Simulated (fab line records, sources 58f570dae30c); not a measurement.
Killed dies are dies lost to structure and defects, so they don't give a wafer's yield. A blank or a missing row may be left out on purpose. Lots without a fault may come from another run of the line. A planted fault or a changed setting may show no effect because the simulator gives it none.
Which tool did it? | flow berkeley_cmos170 | 15 lots, 45 wafers sampled, at 4 steps of a route of 331

WHAT THE GAUGES READ, wafer by wafer
UCB170_SDANNEAL_RS_MEAS_02: measures by four-point-probe.
lot  | measured     | on            | PSD_RS (ohm/sq)
L486 | day 6 17:19  | film_metro-02 | 75.8 75.8 75.5
L487 | day 7 02:29  | film_metro-01 | 75.5 75.5 75.9
L489 | day 7 12:07  | film_metro-01 | 76.2 75.9 75.9
L492 | day 8 02:04  | film_metro-02 | 75.5 75.6 75.3
L495 | day 8 11:25  | film_metro-02 | 75.8 75.8 75.7
L494 | day 8 11:53  | film_metro-03 | 76.1 76.2 76.0
L497 | day 9 04:25  | film_metro-03 | 76.2 76.2 76.1
L499 | day 9 04:46  | film_metro-01 | 76.3 76.3 76.3
L500 | day 9 14:27  | film_metro-02 | 75.3 75.3 75.5
L503 | day 10 04:11 | film_metro-01 | 75.6 75.4 75.3
L502 | day 10 04:23 | film_metro-02 | 76.3 76.0 76.0
L504 | day 10 08:30 | film_metro-03 | 76.2 76.3 76.3
L506 | day 11 00:17 | film_metro-03 | 76.3 76.0 76.2
L507 | day 11 00:41 | film_metro-01 | 76.0 75.6 75.8
L508 | day 11 16:46 | film_metro-03 | 75.9 76.1 76.0

UCB170_M2_RS_MEAS_02: measures by four-point-probe.
lot  | measured     | on            | M2_AL_RS (ohm/sq)
L486 | day 7 07:33  | film_metro-01 | 0.0318 0.0322 0.0315
L487 | day 7 19:05  | film_metro-04 | 0.0326 0.0323 0.0325
L489 | day 8 03:58  | film_metro-03 | 0.0323 0.0325 0.0322
L492 | day 8 17:28  | film_metro-04 | 0.0316 0.0318 0.0314
L495 | day 9 04:13  | film_metro-01 | 0.0325 0.0326 0.0324
L494 | day 9 04:04  | film_metro-01 | 0.0323 0.0323 0.0325
L497 | day 9 19:49  | film_metro-03 | 0.0319 0.0322 0.0321
L499 | day 9 20:41  | film_metro-01 | 0.0319 0.0320 0.0317
L500 | day 10 05:34 | film_metro-03 | 0.0326 0.0322 0.0325
L503 | day 10 20:09 | film_metro-04 | 0.0323 0.0324 0.0324
L502 | day 10 19:51 | film_metro-03 | 0.0325 0.0327 0.0324
L504 | day 11 00:04 | film_metro-01 | 0.0321 0.0320 0.0323
L506 | day 11 15:20 | film_metro-04 | 0.0322 0.0322 0.0320
L507 | day 11 15:22 | film_metro-03 | 0.0319 0.0323 0.0322
L508 | day 12 06:55 | film_metro-01 | 0.0315 0.0317 0.0314

UCB170_V2_OVL_MEAS_13.
lot  | measured     | on         | V2_OVL (nm)
L486 | day 7 13:04  | overlay-01 | 6 -5 6
L487 | day 8 00:22  | overlay-01 | 6 7 3
L489 | day 8 08:53  | overlay-01 | 7 -1 3
L492 | day 8 22:31  | overlay-01 | 2 -1 1
L495 | day 9 09:32  | overlay-01 | -2 0 -1
L494 | day 9 08:39  | overlay-02 | 8 17 12
L497 | day 10 00:29 | overlay-02 | 12 7 0
L499 | day 10 01:43 | overlay-01 | -1 -8 7
L500 | day 10 09:54 | overlay-02 | -5 -4 -9
L503 | day 11 01:50 | overlay-02 | 4 2 2
L502 | day 11 00:57 | overlay-01 | 0 3 -1
L504 | day 11 04:58 | overlay-01 | -6 8 3
L506 | day 11 21:16 | overlay-02 | 1 -7 -4
L507 | day 11 21:02 | overlay-01 | -2 12 4
L508 | day 12 12:52 | overlay-02 | -6 0 -6

WHICH TOOL RAN EACH LOT (tool, then ch and the chambers of the sampled wafers, then the start)
lot  | UCB170_PVT_HMDS_00
L486 | litho_track-01 ch 0, day 5 11:04
L487 | litho_track-01 ch 0, day 5 21:34
L489 | litho_track-04 ch 0, day 6 08:56
L492 | litho_track-04 ch 0, day 6 17:51
L495 | litho_track-01 ch 0, day 7 09:09
L494 | litho_track-04 ch 0, day 7 09:22
L497 | litho_track-04 ch 0, day 7 19:43
L499 | litho_track-02 ch 0, day 7 19:57
L500 | litho_track-01 ch 0, day 8 09:59
L503 | litho_track-04 ch 0, day 9 00:19
L502 | litho_track-01 ch 0, day 9 00:31
L504 | litho_track-01 ch 0, day 9 06:22
L506 | litho_track-04 ch 0, day 9 19:49
L507 | litho_track-01 ch 0, day 9 20:31
L508 | litho_track-04 ch 0, day 10 07:45
- UCB170_PVT_HMDS_00: prime time 60 s.

WHAT THE TOOLS THEMSELVES READ (means of the sampled wafers that have a number; where no wafer has one, the mark that the record gives instead)
UCB170_PVT_HMDS_00.
lot  | tool           | chill_plate_temp_C (C) | prime_temp_c (C)
L486 | litho_track-01 | 22.97                  | 100.07
L487 | litho_track-01 | 22.99                  | 99.99
L489 | litho_track-04 | 22.93                  | 99.98
L492 | litho_track-04 | 23.01                  | 100.17
L495 | litho_track-01 | 22.85                  | 100.05
L494 | litho_track-04 | 22.88                  | 100.10
L497 | litho_track-04 | 22.96                  | 99.92
L499 | litho_track-02 | 23.19                  | 100.05
L500 | litho_track-01 | 22.98                  | 100.10
L503 | litho_track-04 | 22.91                  | 100.00
L502 | litho_track-01 | 22.99                  | 102.50
L504 | litho_track-01 | 22.99                  | 102.06
L506 | litho_track-04 | 23.03                  | 100.20
L507 | litho_track-01 | 23.15                  | 102.10
L508 | litho_track-04 | 22.99                  | 99.74

THE ANSWER, worked out from the rows above alone
Rule: what is usual is taken from the lots themselves. Put in order of their means at a reading, lots are off if they are a third of the lots or fewer, leave a main group of 4 or more, and stand apart from it by a gap of 3 or more times the standard deviation of the main group's means; of several such gaps the widest counts. A main group whose means are all the same, to the digits that the tables above print for the reading, isn't used. A lot without any number at a reading at which 4 lots or more have one is off too. The other lots that the step has rows for count as sound. The gauges are gone through in route order, then the tools' own readings, and for those a lot's mean is taken as printed above. The first step at which some lot is off is used, and at that step the reading that is off furthest; a lot without a number counts as furthest.
Off: L502, L504, L507, at UCB170_PVT_HMDS_00 (prime_temp_c). The main group: mean 100.03 C, standard deviation 0.12.
A tool fits if, at that step or a process step before it, it ran every lot that is off, and no sound lot after the first of them. One fits: litho_track-01 at UCB170_PVT_HMDS_00. Its last sound lot is L500 (day 8 09:59), its first lot that is off L502 (day 9 00:31): a fault that began between those two fits.
The tool's own readings at UCB170_PVT_HMDS_00 bear it out: on the lots that are off they differ by more than 5 times the standard deviation of the sound lots' means. prime_temp_c reads 102.22 C there against 100.03 C on the sound lots.

WHAT THE SIMULATOR HAD PUT IN
Process parameter drift: litho_track-01, from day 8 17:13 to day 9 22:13, at UCB170_PVT_HMDS_00. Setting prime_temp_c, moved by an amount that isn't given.
Lots struck among those shown: L502, L504, L507. The rule above found the same.
